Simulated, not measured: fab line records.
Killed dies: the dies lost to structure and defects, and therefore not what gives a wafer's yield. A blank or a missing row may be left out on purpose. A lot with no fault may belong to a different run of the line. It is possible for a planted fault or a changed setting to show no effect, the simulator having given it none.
Comparing a struck lot with a sound one | flow ritCmos | 19 steps out of a route of 202
Sound: the wafers L621.1, L621.3, L621.6. The struck wafers were L628.2, L628.4, L628.6. The cause is given at the end.
At each step with rows: each side's tool, then ch and its chambers, then its first start. Under that, the readings that differ: sound wafers | struck wafers | difference of the means | sigmas: that difference in standard deviations of wafers without a fault.
alike: readings whose means differ by less than 2 such deviations, and words and numbers that are the same on both sides. not compared: withheld readings, readings that some wafer has no value for, bounds like >300 that may hide the same value, and numbers for which the record gives no deviation and whose values overlap.
A row with sigmas, a row that says differs or no value, or rows on one side alone: a step with any of these is where the two part. Numbers that don't overlap but have no deviation are shown without sigmas and don't part them. A reading that every wafer of one side lacks parts them only if that side has two wafers or more.

first, 1 step without rows for these wafers: RIT_CONTACT_HARDBAKE_10 (time 60 s).
RIT_CONTACT_ETCH_11: etches SiO2 in CHF3/CF4/Ar, stops on TiSi2, target depth 480 nm, time 320 s.
  sound on rieDiel-03 ch 0,1, day 3 19:39; struck on rieDiel-03 ch 1,2, day 5 13:13
  alike: chamberPressureMTorr, drypumpMotorCurrentA, mfcArSccm, oesProductAu, throttleValvePct
  not compared: rfHoursCounterH
RIT_CONTACT_STRIP_12: strips in O2, time 180 s.
  sound on plasmaAsher-04 ch 0,1, day 3 19:51; struck on plasmaAsher-02 ch 0,1, day 5 13:25
  alike: chamberPressureMTorr, drypumpMotorCurrentA
  not compared: rfHoursCounterH
RIT_CONTACT_CD_MEAS_90 targets a cd of 1000 nm.
  sound on cdSem-01 at day 3 20:01; struck on cdSem-01 at day 5 13:37
  alike: cdNm
then, 2 steps without rows for these wafers: RIT_CONTACT_CLEAN_13 (cleans in SC1, time 600 s); RIT_CONTACT_CLEAN_14 (cleans in SC2, time 600 s).
RIT_M1_SPUTTER_00: material Al, target thk 400 nm, time 500 s.
  sound on pvdSputter-03 at day 3 20:29; struck on pvdSputter-04 at day 5 14:04
reading              | sound          | struck         | difference | sigmas
throttleValvePct (%) | 30.3 31.2 31.2 | 28.1 30.0 29.9 | -1.6       | -2
RIT_M1_RS_MEAS_01: uses a four-point probe to measure.
  sound on filmMetro-02 at day 3 20:47; struck on filmMetro-04 at day 5 14:22
reading           | sound                | struck               | difference | sigmas
M1_AL_RS (ohm/sq) | 0.0733 0.0730 0.0722 | 0.0755 0.0749 0.0744 | +0.0021    | +3
RIT_M1_THK_MEAS_02: measures by xrf.
  sound on filmMetro-02 at day 3 20:55; struck on filmMetro-04 at day 5 14:29
reading        | sound       | struck      | difference | sigmas
M1_AL_THK (nm) | 401 403 407 | 387 393 399 | -11        | -2
then, 3 steps without rows for these wafers: RIT_M1_HMDS_03 (prime time 60 s); RIT_M1_COAT_04 (resist thk 1300 nm); RIT_M1_SOFTBAKE_05 (time 60 s).
RIT_M1_EXPOSE_06: exposes mask M12, target cd 2600 nm.
  sound on ilineStepper-02 ch 0, day 3 21:32; struck on ilineStepper-02 ch 0, day 5 15:08
reading                  | sound                | struck            | difference | sigmas
model.M1.overlayXNm (nm) | 0.6093 0.6093 0.6093 | 305.4 305.4 305.4 | +304.8     | 
  alike: mask, focusOffsetNm
then, 2 steps without rows for these wafers: RIT_M1_PEB_07; RIT_M1_DEVELOP_08 (develop time 68 s).
RIT_M1_CD_MEAS_09 targets a cd of 2600 nm.
  sound on cdSem-02 at day 3 21:58; struck on cdSem-02 at day 5 15:34
  alike: cdNm
RIT_M1_OVL_MEAS_10:
  sound on overlay-01 at day 3 22:07; struck on overlay-02 at day 5 15:40
reading     | sound         | struck            | difference | sigmas
M1_OVL (nm) | -0.5 0.7 -1.0 | 306.2 305.7 305.1 | +305.9     | +99 or more
then, 1 step without rows for these wafers: RIT_M1_HARDBAKE_11 (time 120 s).
RIT_M1_PROBE_99:
  sound on prober-02 at day 4 00:38; struck on prober-02 at day 5 18:34
reading                                             | sound                | struck               | difference | sigmas
killedShort                                         | 2 0 5                | 8 8 5                | +5         | +2
model.etest.nmos_0p15.junctionLog10AUm              | -13.52 -13.5 -13.48  | -10.75 -11.05 -11    | +2.57      | 
model.etest.nmosNarrow.offLog10AUm                  | -13.36 -13.39 -13.27 | -10.75 -11.05 -11    | +2.41      | 
model.etest.gateEndArray.leakLog10AUm               | -12.87 -13.04 -13.17 | -10.47 -10.92 -10.8  | +2.30      | 
model.etest.nmos_0p3.offLog10AUm                    | -13.04 -13.16 -13.21 | -10.75 -11.05 -11    | +2.20      | 
model.etest.pmos_0p15.junctionLog10AUm              | -13.72 -13.92 -13.83 | -11.75 -12.05 -12    | +1.89      | 
model.etest.contactDiodeArray.leakLog10A (angstrom) | -9.289 -9.663 -9.657 | -7.458 -7.75 -7.712  | +1.896     | 
model.etest.pmos_0p3.offLog10AUm                    | -13.09 -12.86 -12.8  | -11.73 -12.01 -11.96 | +1.02      | 
model.etest.pmosNarrow.offLog10AUm                  | -12.85 -12.82 -12.73 | -11.73 -11.99 -11.96 | +0.91      | 
  alike: defectLimitedYield, killedAtContacts, killedAtFrontEnd, killedDies, killedOpen, sort_bin_3_pad_short, sort_bin_5_function, sort_bin_6_memory, sortNPass, sortYieldPct

WHERE THEY PART
Last at RIT_M1_PROBE_99 as far as this record goes, first at RIT_M1_SPUTTER_00.

WHY: the cause the simulator had injected
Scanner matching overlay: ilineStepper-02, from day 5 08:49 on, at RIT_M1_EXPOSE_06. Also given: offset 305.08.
